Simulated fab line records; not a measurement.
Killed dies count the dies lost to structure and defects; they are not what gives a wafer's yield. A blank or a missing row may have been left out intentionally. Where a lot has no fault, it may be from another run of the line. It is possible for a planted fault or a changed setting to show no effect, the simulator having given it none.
fab line records :: flow berkeley-cmos170
record:
  lots: 6
  wafers: 18
  last-day: 12
route steps=331 shown CONTACT@217
lots that met no fault: from a run of the same line without faults
start-h: start of the lot's first displayed wafer, in hours after the record's first day :: wait-h: how many hours have passed since the lot's step before this one :: " unchanged from the row above :: L1.1+2: several wafers, shown together as one row :: - either no value or no given start :: * or withheld: withheld :: < > ~ a bound
route shown NAME@n: a module of which the file shows steps, and the number in the route of the first :: usual: mean/standard deviation taken from wafers without a fault :: same: alike in all rows :: chamber/n: place in a boat :: sites: each site's reading :: _std_site: standard deviation across them :: _edge_site: inner sites' mean taken away from outer sites' mean :: radius-mm: for every site, how far away it sits from the centre of the wafer :: mask NAME#n: copy n :: behind: tool/chamber where the wafer was last shaped :: hold: cause of the lot's hold/its duration in hours/its outcome :: device: whichever transistor did not switch (one of n, p or np) :: end of line: the tests these same wafers got at the end of their route :: a step given without rows: its recipe and nothing more :: killed: not the wafer's yield, but the dies lost to structure and defects at the first sort :: map: a wafer's dies, marking killed ones x, the rest . and places with no die _
set.NAME: the setting the step ran with; set.NAME@STEP: the setting that earlier step ran with :: model.NAME: the simulator's own value behind a step, which no gauge read
lots at selected steps of the route; one table per step, one row per wafer
services: when a tool's chamber went out of use (start-h, in hours from the record's first day, below 0 if earlier), for how many hours, and the reason
== steps ==
step: UCB170_CONTACT_CVD_01
recipe:
  material: PSG
  target-thk-nm: 700
  temp-c: 450
  precursor: SiH4/O2/PH3
  time-s: 2820
  pressure-mtorr: 300
  sih4-flow-sccm: 60
  o2-flow-sccm: 90
  ph3-flow-sccm: 25
step: UCB170_CONTACT_THK_MEAS_02
recipe:
  reads: PSG_of_CONTACT_CVD_01
usual:
  CONTACT_PSG_THK: 702/6.8
lot.wafer: L161.1
tool: film-metro-02
chamber: -
start-h: 181.18
wait-h: 0.0
CONTACT_PSG_THK[nm]: 698

lot.wafer: L161.3
tool: film-metro-02
chamber: -
start-h: 181.18
wait-h: 0.0
CONTACT_PSG_THK[nm]: 693

lot.wafer: L161.4
tool: film-metro-02
chamber: -
start-h: 181.18
wait-h: 0.0
CONTACT_PSG_THK[nm]: 693

lot.wafer: L169.1
tool: film-metro-02
chamber: -
start-h: 210.10
wait-h: 0.0
CONTACT_PSG_THK[nm]: 700

lot.wafer: L169.2
tool: film-metro-02
chamber: -
start-h: 210.10
wait-h: 0.0
CONTACT_PSG_THK[nm]: 701

lot.wafer: L169.4
tool: film-metro-02
chamber: -
start-h: 210.10
wait-h: 0.0
CONTACT_PSG_THK[nm]: 700

lot.wafer: L173.1
tool: film-metro-02
chamber: -
start-h: 218.12
wait-h: 0.0
CONTACT_PSG_THK[nm]: 692

lot.wafer: L173.5
tool: film-metro-02
chamber: -
start-h: 218.12
wait-h: 0.0
CONTACT_PSG_THK[nm]: 705

lot.wafer: L173.6
tool: film-metro-02
chamber: -
start-h: 218.12
wait-h: 0.0
CONTACT_PSG_THK[nm]: 693

lot.wafer: L176.2
tool: film-metro-04
chamber: -
start-h: 241.94
wait-h: 0.0
CONTACT_PSG_THK[nm]: 704

lot.wafer: L176.3
tool: film-metro-04
chamber: -
start-h: 241.94
wait-h: 0.0
CONTACT_PSG_THK[nm]: 712

lot.wafer: L176.5
tool: film-metro-04
chamber: -
start-h: 241.94
wait-h: 0.0
CONTACT_PSG_THK[nm]: 701

lot.wafer: L175.2
tool: film-metro-02
chamber: -
start-h: 243.72
wait-h: 0.0
CONTACT_PSG_THK[nm]: 690

lot.wafer: L175.4
tool: film-metro-02
chamber: -
start-h: 243.72
wait-h: 0.0
CONTACT_PSG_THK[nm]: 701

lot.wafer: L175.6
tool: film-metro-02
chamber: -
start-h: 243.72
wait-h: 0.0
CONTACT_PSG_THK[nm]: 700

lot.wafer: L179.1
tool: film-metro-01
chamber: -
start-h: 267.35
wait-h: 0.0
CONTACT_PSG_THK[nm]: 698

lot.wafer: L179.4
tool: film-metro-01
chamber: -
start-h: 267.35
wait-h: 0.0
CONTACT_PSG_THK[nm]: 699

lot.wafer: L179.6
tool: film-metro-01
chamber: -
start-h: 267.35
wait-h: 0.0
CONTACT_PSG_THK[nm]: 702
step: UCB170_CONTACT_HMDS_03
recipe:
  prime-time-s: 60
  prime-temp-c: 100
step: UCB170_CONTACT_COAT_04
recipe:
  resist: KrF
  spin-rpm: 1500
  resist-thk-nm: 900
step: UCB170_CONTACT_SOFTBAKE_05
recipe:
  resist: KrF
  temp-c: 130
  time-s: 60
step: UCB170_CONTACT_STRIP_06
recipe:
  chemistry: O2
  power-w: 400
  pressure-mtorr: 3500
  platen-temp-c: withheld
  o2-flow-sccm: 400
  overash-fraction: 0.5
usual:
  drypump-motor-current-A: 5.9/0.64
  oes-product-au: 0.735/0.0046
  strip-time-to-endpoint-s: 21.96/0.057
lot.wafer: L161.1
tool: plasma-asher-03
chamber: 0
start-h: 181.69
wait-h: 0.1
drypump-motor-current-A: 6.6
oes-product-au: 0.733
rf-hours-counter-h: 41
strip-time-to-endpoint-s: 21.89

lot.wafer: L161.3
tool: plasma-asher-03
chamber: 1
start-h: 181.69
wait-h: 0.1
drypump-motor-current-A: 4.9
oes-product-au: 0.730
rf-hours-counter-h: -
strip-time-to-endpoint-s: 21.91

lot.wafer: L161.4
tool: plasma-asher-03
chamber: 0
start-h: 181.69
wait-h: 0.1
drypump-motor-current-A: 6.6
oes-product-au: 0.733
rf-hours-counter-h: -
strip-time-to-endpoint-s: 21.88

lot.wafer: L169.1
tool: plasma-asher-01
chamber: 1
start-h: 210.72
wait-h: 0.1
drypump-motor-current-A: 5.1
oes-product-au: 0.741
rf-hours-counter-h: 10
strip-time-to-endpoint-s: 22.00

lot.wafer: L169.2
tool: plasma-asher-01
chamber: 0
start-h: 210.72
wait-h: 0.1
drypump-motor-current-A: 6.5
oes-product-au: 0.746
rf-hours-counter-h: 10
strip-time-to-endpoint-s: 22.04

lot.wafer: L169.4
tool: plasma-asher-01
chamber: 1
start-h: 210.72
wait-h: 0.1
drypump-motor-current-A: 5.1
oes-product-au: 0.742
rf-hours-counter-h: -
strip-time-to-endpoint-s: 22.04

lot.wafer: L173.1
tool: plasma-asher-01
chamber: 0
start-h: 218.63
wait-h: 0.1
drypump-motor-current-A: 6.5
oes-product-au: 0.738
rf-hours-counter-h: 11
strip-time-to-endpoint-s: 21.92

lot.wafer: L173.5
tool: plasma-asher-01
chamber: 1
start-h: 218.63
wait-h: 0.1
drypump-motor-current-A: 5.1
oes-product-au: 0.734
rf-hours-counter-h: -
strip-time-to-endpoint-s: 21.87

lot.wafer: L173.6
tool: plasma-asher-01
chamber: 0
start-h: 218.63
wait-h: 0.1
drypump-motor-current-A: 6.5
oes-product-au: 0.736
rf-hours-counter-h: -
strip-time-to-endpoint-s: 21.88

lot.wafer: L176.2
tool: plasma-asher-02
chamber: 1
start-h: 242.44
wait-h: 0.1
drypump-motor-current-A: 6.0
oes-product-au: 0.740
rf-hours-counter-h: 54
strip-time-to-endpoint-s: 21.98

lot.wafer: L176.3
tool: plasma-asher-02
chamber: 1
start-h: 242.44
wait-h: 0.1
drypump-motor-current-A: 6.0
oes-product-au: 0.734
rf-hours-counter-h: -
strip-time-to-endpoint-s: 21.99

lot.wafer: L176.5
tool: plasma-asher-02
chamber: 0
start-h: 242.44
wait-h: 0.1
drypump-motor-current-A: 6.1
oes-product-au: 0.733
rf-hours-counter-h: -
strip-time-to-endpoint-s: 22.03

lot.wafer: L175.2
tool: plasma-asher-01
chamber: 1
start-h: 244.63
wait-h: 0.1
drypump-motor-current-A: 5.1
oes-product-au: 0.738
rf-hours-counter-h: 14
strip-time-to-endpoint-s: 21.90

lot.wafer: L175.4
tool: plasma-asher-01
chamber: 1
start-h: 244.63
wait-h: 0.1
drypump-motor-current-A: 5.1
oes-product-au: 0.736
rf-hours-counter-h: -
strip-time-to-endpoint-s: 22.01

lot.wafer: L175.6
tool: plasma-asher-01
chamber: 0
start-h: 244.63
wait-h: 0.1
drypump-motor-current-A: 6.5
oes-product-au: 0.733
rf-hours-counter-h: -
strip-time-to-endpoint-s: 21.90

lot.wafer: L179.1
tool: plasma-asher-02
chamber: 1
start-h: 267.86
wait-h: 0.1
drypump-motor-current-A: 6.0
oes-product-au: 0.730
rf-hours-counter-h: 57
strip-time-to-endpoint-s: 21.95

lot.wafer: L179.4
tool: plasma-asher-02
chamber: 0
start-h: 267.86
wait-h: 0.1
drypump-motor-current-A: 6.1
oes-product-au: 0.731
rf-hours-counter-h: -
strip-time-to-endpoint-s: 21.99

lot.wafer: L179.6
tool: plasma-asher-02
chamber: 0
start-h: 267.86
wait-h: 0.1
drypump-motor-current-A: 6.1
oes-product-au: 0.732
rf-hours-counter-h: -
strip-time-to-endpoint-s: 22.01
step: UCB170_CONTACT_CLEAN_07
recipe:
  chemistry: SPM
  temp-c: 120
  time-s: 600
step: UCB170_CONTACT_RTA_08
recipe:
  temp-c: 900
  time-s: 10
  ambient: N2
usual:
  anneal-temp-c-max: 904.3/0.81
  lamp-power-pct: 24.5/1.1
  wafer_temp_C_max: 904.9/0.88
lot.wafer: L161.1
tool: rtp-anneal-01
chamber: 0
start-h: 181.98
wait-h: 0.0
anneal-temp-c-max: 904.6
lamp-power-pct: 23.7
wafer_temp_C_max: 905.1

lot.wafer: L161.3
tool: rtp-anneal-01
chamber: 0
start-h: 181.98
wait-h: 0.0
anneal-temp-c-max: 904.3
lamp-power-pct: 23.7
wafer_temp_C_max: 904.3

lot.wafer: L161.4
tool: rtp-anneal-01
chamber: 0
start-h: 181.98
wait-h: 0.0
anneal-temp-c-max: 902.9
lamp-power-pct: 23.6
wafer_temp_C_max: 905.1

lot.wafer: L169.1
tool: rtp-anneal-02
chamber: 0
start-h: 211.01
wait-h: 0.0
anneal-temp-c-max: 904.3
lamp-power-pct: 26.0
wafer_temp_C_max: 905.8

lot.wafer: L169.2
tool: rtp-anneal-02
chamber: 0
start-h: 211.01
wait-h: 0.0
anneal-temp-c-max: 903.8
lamp-power-pct: 26.0
wafer_temp_C_max: 905.2

lot.wafer: L169.4
tool: rtp-anneal-02
chamber: 0
start-h: 211.01
wait-h: 0.0
anneal-temp-c-max: 903.8
lamp-power-pct: 25.9
wafer_temp_C_max: 904.1

lot.wafer: L173.1
tool: rtp-anneal-01
chamber: 0
start-h: 218.91
wait-h: 0.0
anneal-temp-c-max: 904.8
lamp-power-pct: 23.6
wafer_temp_C_max: 905.5

lot.wafer: L173.5
tool: rtp-anneal-01
chamber: 0
start-h: 218.91
wait-h: 0.0
anneal-temp-c-max: 905.4
lamp-power-pct: 23.6
wafer_temp_C_max: 904.7

lot.wafer: L173.6
tool: rtp-anneal-01
chamber: 0
start-h: 218.91
wait-h: 0.0
anneal-temp-c-max: 903.7
lamp-power-pct: 23.6
wafer_temp_C_max: 904.6

lot.wafer: L176.2
tool: rtp-anneal-01
chamber: 0
start-h: 242.73
wait-h: 0.0
anneal-temp-c-max: 904.9
lamp-power-pct: 23.6
wafer_temp_C_max: 907.1

lot.wafer: L176.3
tool: rtp-anneal-01
chamber: 0
start-h: 242.73
wait-h: 0.0
anneal-temp-c-max: 904.3
lamp-power-pct: 23.7
wafer_temp_C_max: 906.2

lot.wafer: L176.5
tool: rtp-anneal-01
chamber: 0
start-h: 242.73
wait-h: 0.0
anneal-temp-c-max: 905.6
lamp-power-pct: 23.7
wafer_temp_C_max: 905.3

lot.wafer: L175.2
tool: rtp-anneal-01
chamber: 0
start-h: 244.95
wait-h: 0.0
anneal-temp-c-max: 903.7
lamp-power-pct: 23.6
wafer_temp_C_max: 904.8

lot.wafer: L175.4
tool: rtp-anneal-01
chamber: 0
start-h: 244.95
wait-h: 0.0
anneal-temp-c-max: 903.8
lamp-power-pct: 23.6
wafer_temp_C_max: 904.8

lot.wafer: L175.6
tool: rtp-anneal-01
chamber: 0
start-h: 244.95
wait-h: 0.0
anneal-temp-c-max: 903.7
lamp-power-pct: 23.7
wafer_temp_C_max: 903.8

lot.wafer: L179.1
tool: rtp-anneal-01
chamber: 0
start-h: 268.15
wait-h: 0.0
anneal-temp-c-max: 905.7
lamp-power-pct: 23.7
wafer_temp_C_max: 905.9

lot.wafer: L179.4
tool: rtp-anneal-01
chamber: 0
start-h: 268.15
wait-h: 0.0
anneal-temp-c-max: 903.8
lamp-power-pct: 23.7
wafer_temp_C_max: 904.7

lot.wafer: L179.6
tool: rtp-anneal-01
chamber: 0
start-h: 268.15
wait-h: 0.0
anneal-temp-c-max: 905.0
lamp-power-pct: 23.7
wafer_temp_C_max: 907.1
step: UCB170_CONTACT_COAT_09
recipe:
  resist: BARC
  temp-c: withheld
  time-s: withheld
  spin-rpm: 3000
  resist-thk-nm: withheld
step: UCB170_CONTACT_COAT_10
recipe:
  resist: KrF
  spin-rpm: 1500
  resist-thk-nm: 900
step: UCB170_CONTACT_SOFTBAKE_11
recipe:
  resist: KrF
  temp-c: 130
  time-s: 60
step: UCB170_CONTACT_EXPOSE_12
recipe:
  mask-id: CONT
  target-cd-nm: 700
  na: 0.5
  sigma-outer: 0.6
  source-shape: conventional
  dose-mj: 35
step: UCB170_CONTACT_PEB_13
recipe:
  peb-temp-c: 130
  peb-time-s: withheld
  resist: KrF
usual:
  chill-plate-temp-C: 23.00/0.11
  exhaust-pa: 45.1/0.96
  plate-temp-C: 129.96/0.14
lot.wafer: L161.1
tool: litho-track-03
chamber: 0
start-h: 182.74
wait-h: 0.1
chill-plate-temp-C: 23.04
exhaust-pa: 45.2
plate-temp-C: 129.92

lot.wafer: L161.3
tool: litho-track-03
chamber: 0
start-h: 182.74
wait-h: 0.1
chill-plate-temp-C: 23.07
exhaust-pa: 44.6
plate-temp-C: 129.91

lot.wafer: L161.4
tool: litho-track-03
chamber: 0
start-h: 182.74
wait-h: 0.1
chill-plate-temp-C: 23.03
exhaust-pa: 45.1
plate-temp-C: 130.01

lot.wafer: L169.1
tool: litho-track-01
chamber: -
start-h: 211.90
wait-h: 0.2
chill-plate-temp-C: -
exhaust-pa: -
plate-temp-C: -

lot.wafer: L169.2
tool: litho-track-01
chamber: -
start-h: 211.90
wait-h: 0.2
chill-plate-temp-C: -
exhaust-pa: -
plate-temp-C: -

lot.wafer: L169.4
tool: litho-track-01
chamber: -
start-h: 211.90
wait-h: 0.2
chill-plate-temp-C: -
exhaust-pa: -
plate-temp-C: -

lot.wafer: L173.1
tool: litho-track-04
chamber: -
start-h: 219.66
wait-h: 0.1
chill-plate-temp-C: -
exhaust-pa: -
plate-temp-C: -

lot.wafer: L173.5
tool: litho-track-04
chamber: -
start-h: 219.66
wait-h: 0.1
chill-plate-temp-C: -
exhaust-pa: -
plate-temp-C: -

lot.wafer: L173.6
tool: litho-track-04
chamber: -
start-h: 219.66
wait-h: 0.1
chill-plate-temp-C: -
exhaust-pa: -
plate-temp-C: -

lot.wafer: L176.2
tool: litho-track-04
chamber: 0
start-h: 243.64
wait-h: 0.1
chill-plate-temp-C: 22.81
exhaust-pa: 44.8
plate-temp-C: 129.97

lot.wafer: L176.3
tool: litho-track-04
chamber: 0
start-h: 243.64
wait-h: 0.1
chill-plate-temp-C: 23.05
exhaust-pa: 46.1
plate-temp-C: 130.01

lot.wafer: L176.5
tool: litho-track-04
chamber: 0
start-h: 243.64
wait-h: 0.1
chill-plate-temp-C: 22.82
exhaust-pa: 45.8
plate-temp-C: 129.89

lot.wafer: L175.2
tool: litho-track-03
chamber: 0
start-h: 246.86
wait-h: 0.1
chill-plate-temp-C: 23.14
exhaust-pa: 43.5
plate-temp-C: 130.14

lot.wafer: L175.4
tool: litho-track-03
chamber: 0
start-h: 246.86
wait-h: 0.1
chill-plate-temp-C: 22.92
exhaust-pa: 44.7
plate-temp-C: 130.16

lot.wafer: L175.6
tool: litho-track-03
chamber: 0
start-h: 246.86
wait-h: 0.1
chill-plate-temp-C: 23.06
exhaust-pa: 44.9
plate-temp-C: 130.04

lot.wafer: L179.1
tool: litho-track-03
chamber: 0
start-h: 268.88
wait-h: 0.1
chill-plate-temp-C: 23.00
exhaust-pa: 48.3
plate-temp-C: 129.79

lot.wafer: L179.4
tool: litho-track-03
chamber: 0
start-h: 268.88
wait-h: 0.1
chill-plate-temp-C: 23.20
exhaust-pa: 46.4
plate-temp-C: 129.80

lot.wafer: L179.6
tool: litho-track-03
chamber: 0
start-h: 268.88
wait-h: 0.1
chill-plate-temp-C: 23.02
exhaust-pa: 48.3
plate-temp-C: 129.75
step: UCB170_CONTACT_DEVELOP_14
recipe:
  developer: TMAH
  develop-time-s: 45
  resist: KrF
  dev-temp-c: 21
== services ==
tool: plasma-asher-01
chamber: -
start-h: 188.61
hours: 0.8
kind: repair

tool: plasma-asher-03
chamber: -
start-h: 220.08
hours: 10.9
kind: repair

tool: rtp-anneal-02
chamber: -
start-h: 236.70
hours: 37.9
kind: pm
== key ==
first-sign:
  step: UCB170_CONTACT_PEB_13
  reading: tool-record
  direction: missing
effect none on later readings
met-at UCB170_CONTACT_PEB_13
struck-wafers L169.1,L169.2,L169.4,L173.1,L173.5,L173.6
later-rows-left-out L169.1,L169.2,L169.4,L173.1,L173.5,L173.6
sort-left-out L169.1,L169.2,L169.4,L173.1,L173.5,L173.6
tester-left-out L169,L173
fault:
  kind: skipped-step-whole
  tool: litho-track-01,litho-track-04
  chamber: -
  onset-h: 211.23
  steps: UCB170_CONTACT_PEB_13
  scope: struck-lots-only
tester-left-out: of these lots the tester's yield and bins aren't shown, on N5 and GAA mostly nor the transistor test; their killed dies are dies lost to structure and defects alone, not to doping, threshold or leakage, so they don't give the yield
sort-left-out: the simulated sort isn't trusted on such a fault, so these wafers' sort isn't shown, and their yield isn't known
later-rows-left-out: the simulator's readings of these wafers behind a module that went badly wrong aren't trusted and aren't shown, but for the sort
